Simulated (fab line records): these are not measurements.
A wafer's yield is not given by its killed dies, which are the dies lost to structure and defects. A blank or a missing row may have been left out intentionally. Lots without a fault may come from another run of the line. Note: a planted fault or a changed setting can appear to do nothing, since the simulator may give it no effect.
Comparing a struck lot with a sound one || flow berkeley-cmos170 || 16 steps out of a route of 331
Sound: these wafers, L370.2, L370.4, L370.6. The struck wafers were L375.1, L375.4, L375.5. The cause comes at the end.
For every step that has rows: the tool of each side, followed by ch and its chambers, followed by its first start. Under that, the readings that differ: sound wafers || struck wafers || difference of the means || sigmas: that difference in standard deviations of wafers without a fault.
alike: a reading whose means differ by less than 2 such deviations, as well as words and numbers matching on both sides. not compared: withheld readings; readings where some wafer has no value; bounds like >300 that might hide an equal value; numbers whose values overlap and for which the record gives no deviation.
Wherever a step has rows on one side only, a row that says differs or no value, or a row with sigmas, the two part there. Numbers that have no deviation but don't overlap get no sigmas and don't part them. Lack of a reading on every wafer of one side parts them only where that side has two or more wafers.

UCB170_ACTIVE_OVL_MEAS_14:
  sound on overlay-01, day 4 22:51; struck on overlay-02, day 6 12:05
  alike: ACTIVE_OVL
UCB170_ACTIVE_ETCH_15: etches Si3N4 in CH3F/Ar/O2, stops on SiO2, target depth 242 nm, time 151 s.
  sound on rie-diel-02 ch 0,1,2, day 4 22:53; struck on rie-diel-04 ch 1,2,3, day 6 12:07
  alike: drypump-motor-current-A, oes-product-au, throttle-valve-pct
  not compared: rf-hours-counter-h
UCB170_ACTIVE_STRIP_16: strips in O2.
  sound on plasma-asher-02 ch 0, day 4 22:59; struck on plasma-asher-03 ch 0,1, day 6 12:13
{"reading": "drypump-motor-current-A (A)", "sound": "6.4 6.4 6.4", "struck": "6.0 4.8 4.8", "difference": -1.2, "sigmas": -2}
{"reading": "strip-time-to-endpoint-s (s)", "sound": "18.47 18.54 18.44", "struck": "18.35 18.21 18.29", "difference": -0.20, "sigmas": -3}
  alike: o2-flow-sccm, oes-product-au
  not compared: rf-hours-counter-h
UCB170_ACTIVE_CD_MEAS_90: the cd target is 1200 nm.
  sound on cd-sem-02, day 4 23:06; struck on cd-sem-02, day 6 12:22
{"reading": "cd-nm (nm)", "sound": "1197.2 1198.4 1197.0", "struck": "1201.3 1199.2 1200.6", "difference": "+2.8", "sigmas": "+2"}
then, 7 steps without rows for these wafers: UCB170_ACTIVE_CLEAN_17 (cleans in SPM, time 600 s); UCB170_PFIELD_HMDS_00 (prime time 60 s); UCB170_PFIELD_COAT_01 (resist thk 900 nm); UCB170_PFIELD_SOFTBAKE_02 (time 60 s); UCB170_PFIELD_EXPOSE_03 (exposes mask PFIELD, target cd 1500 nm); UCB170_PFIELD_PEB_04; UCB170_PFIELD_DEVELOP_05 (develop time 45 s).
UCB170_PFIELD_OVL_MEAS_06:
  sound on overlay-02, day 5 04:05; struck on overlay-01, day 6 13:38
  alike: PFIELD_OVL
UCB170_PFIELD_IMPLANT_07:
  sound on implanter-04 ch 0, day 5 04:08; struck on implanter-04 ch 0, day 6 13:40
{"reading": "dose-ions-cm2", "sound": "2.0036e+13 2.0055e+13 2.001e+13", "struck": "1.5213e+13 1.5209e+13 1.5176e+13", "difference": -4.8343e+12, "sigmas": "-99 or more"}
{"reading": "faraday-current-uA", "sound": "61.6 63.5 63.0", "struck": "46.4 49.4 47.3", "difference": -15.0, "sigmas": -11}
UCB170_PFIELD_STRIP_08: strips in O2.
  sound on plasma-asher-03 ch 0,1, day 5 04:16; struck on plasma-asher-01 ch 0,1, day 6 13:49
  alike: drypump-motor-current-A, o2-flow-sccm, oes-product-au, strip-time-to-endpoint-s
  not compared: rf-hours-counter-h
UCB170_PFIELD_TW_MEAS_09:
  sound on film-metro-04, day 5 04:22; struck on film-metro-01, day 6 14:09
{"reading": "PFIELD_TW", "sound": "595 593 593", "struck": "548 547 548", "difference": -46, "sigmas": -14}
  not compared: hold
UCB170_M3_PROBE_99:
  the record has rows for the sound wafers here (prober-01, day 9 03:33) and none for the struck ones

## WHERE THEY PART
Last at UCB170_M3_PROBE_99 as far as this record goes, first at UCB170_ACTIVE_STRIP_16.

WHY: what had been put in by the simulator
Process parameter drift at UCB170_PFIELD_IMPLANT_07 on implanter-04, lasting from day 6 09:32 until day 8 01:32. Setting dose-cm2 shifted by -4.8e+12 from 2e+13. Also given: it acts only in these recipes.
